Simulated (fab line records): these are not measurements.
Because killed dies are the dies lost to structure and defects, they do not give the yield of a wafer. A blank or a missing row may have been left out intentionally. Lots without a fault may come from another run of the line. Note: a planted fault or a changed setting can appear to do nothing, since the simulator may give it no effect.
Check of tool commonality + flow rit-cmos + Lots sampled 15, wafers sampled 45

## REASON FOR OPENING
3 of 15 lots carry a flag on the reading REOX_OXIDE_THK at RIT_REOX_THK_MEAS_04. No-fault wafers: 25.5 nm, standard deviation 0.48.
Rule: a lot is flagged in two cases, either no wafer of it has a number, or all its wafers with numbers fall more than 4 standard deviations from that mean. The other lots count as sound.

| lot  | measured    | on            | REOX_OXIDE_THK (nm), wafer by wafer | flag    |
|------|-------------|---------------|-------------------------------------|---------|
| L416 | day 2 17:17 | film-metro-04 | 25.5 26.0 25.5                      |         |
| L417 | day 3 01:37 | film-metro-03 | 25.4 25.7 25.4                      |         |
| L418 | day 3 06:45 | film-metro-03 | 9.2 9.2 9.0                         | FLAGGED |
| L419 | day 3 10:37 | film-metro-01 | 9.5 9.3 9.3                         | FLAGGED |
| L420 | day 3 13:32 | film-metro-01 | 26.4 26.4 26.2                      |         |
| L423 | day 4 05:14 | film-metro-03 | 8.5 8.5 8.5                         | FLAGGED |
| L428 | day 5 05:07 | film-metro-01 | 25.6 25.9 25.2                      |         |
| L429 | day 5 09:50 | film-metro-03 | 25.0 25.0 24.9                      |         |
| L431 | day 5 19:15 | film-metro-04 | 25.7 25.6 25.7                      |         |
| L432 | day 6 01:30 | film-metro-04 | 25.8 25.9 25.2                      |         |
| L433 | day 6 05:22 | film-metro-04 | 25.4 25.0 25.2                      |         |
| L435 | day 6 16:47 | film-metro-01 | 25.1 25.2 24.8                      |         |
| L437 | day 7 02:22 | film-metro-04 | 24.8 25.1 25.0                      |         |
| L438 | day 7 06:55 | film-metro-03 | 25.6 25.6 25.5                      |         |
| L439 | day 7 12:05 | film-metro-01 | 25.1 25.9 25.8                      |         |
The mean of the flagged lots' numbers is 9.0 nm, -16.5 nm from the usual (-34 standard deviations).

## TOOL THAT RAN EACH LOT
The record holds 1 process step before the reading, out of a route of 202 steps. In each cell: the tool, then ch and the chambers that the sampled wafers went through, then the start.
| lot  | flag    | RIT_REOX_OXIDATION_03        |
|------|---------|------------------------------|
| L416 |         | furnace-03 ch 0, day 2 14:44 |
| L417 |         | furnace-04 ch 0, day 2 23:03 |
| L418 | FLAGGED | furnace-03 ch 0, day 3 04:11 |
| L419 | FLAGGED | furnace-03 ch 0, day 3 08:04 |
| L420 |         | furnace-04 ch 0, day 3 10:59 |
| L423 | FLAGGED | furnace-03 ch 0, day 4 02:41 |
| L428 |         | furnace-04 ch 0, day 5 02:34 |
| L429 |         | furnace-04 ch 0, day 5 07:17 |
| L431 |         | furnace-04 ch 0, day 5 16:42 |
| L432 |         | furnace-01 ch 0, day 5 22:57 |
| L433 |         | furnace-01 ch 0, day 6 02:49 |
| L435 |         | furnace-01 ch 0, day 6 14:14 |
| L437 |         | furnace-03 ch 0, day 6 23:49 |
| L438 |         | furnace-04 ch 0, day 7 04:22 |
| L439 |         | furnace-01 ch 0, day 7 09:32 |
What these steps do:
- RIT_REOX_OXIDATION_03: target thk 25.2 nm, ox time 5580 s.
- RIT_REOX_THK_MEAS_04

## FLAGGED AGAINST TOTAL, ONE TOOL AT A TIME (gauges that did the reading follow at the end)
| step                  | tool          | lots run | flagged | share of the flagged lots | sound lots run after its first flagged lot |
|-----------------------|---------------|----------|---------|---------------------------|--------------------------------------------|
| RIT_REOX_OXIDATION_03 | furnace-01    | 4        | 0       | none                      | -                                          |
| RIT_REOX_OXIDATION_03 | furnace-03    | 5        | 3       | all                       | 1 (L437)                                   |
| RIT_REOX_OXIDATION_03 | furnace-04    | 6        | 0       | none                      | -                                          |
| RIT_REOX_THK_MEAS_04  | film-metro-01 | 5        | 1       | some                      | 4 (L420,L428,L435,L439)                    |
| RIT_REOX_THK_MEAS_04  | film-metro-03 | 5        | 2       | some                      | 2 (L429,L438)                              |
| RIT_REOX_THK_MEAS_04  | film-metro-04 | 5        | 0       | none                      | -                                          |

## WHAT THE TABLE ALLOWS
In the table, 1 row covers all flagged lots: furnace-03 at RIT_REOX_OXIDATION_03.
- furnace-03 at RIT_REOX_OXIDATION_03: 3 of its 5 lots flagged. Sound lots followed the first flagged one (L437) on it, something a lasting fault affecting the whole tool could not allow. Its own readings lie more than 4 standard deviations out on every wafer of the flagged lots: spike-tc-centre-C, spike-tc-load-C, spike-tc-source-C, tube-center-temp-C, tube_center_temp_C_max, zone-power-load-pct, zone-power-source-pct.
None of the table's rows ran every flagged lot and, after the first, no sound lot.

## WHAT WAS PUT IN BY THE SIMULATOR
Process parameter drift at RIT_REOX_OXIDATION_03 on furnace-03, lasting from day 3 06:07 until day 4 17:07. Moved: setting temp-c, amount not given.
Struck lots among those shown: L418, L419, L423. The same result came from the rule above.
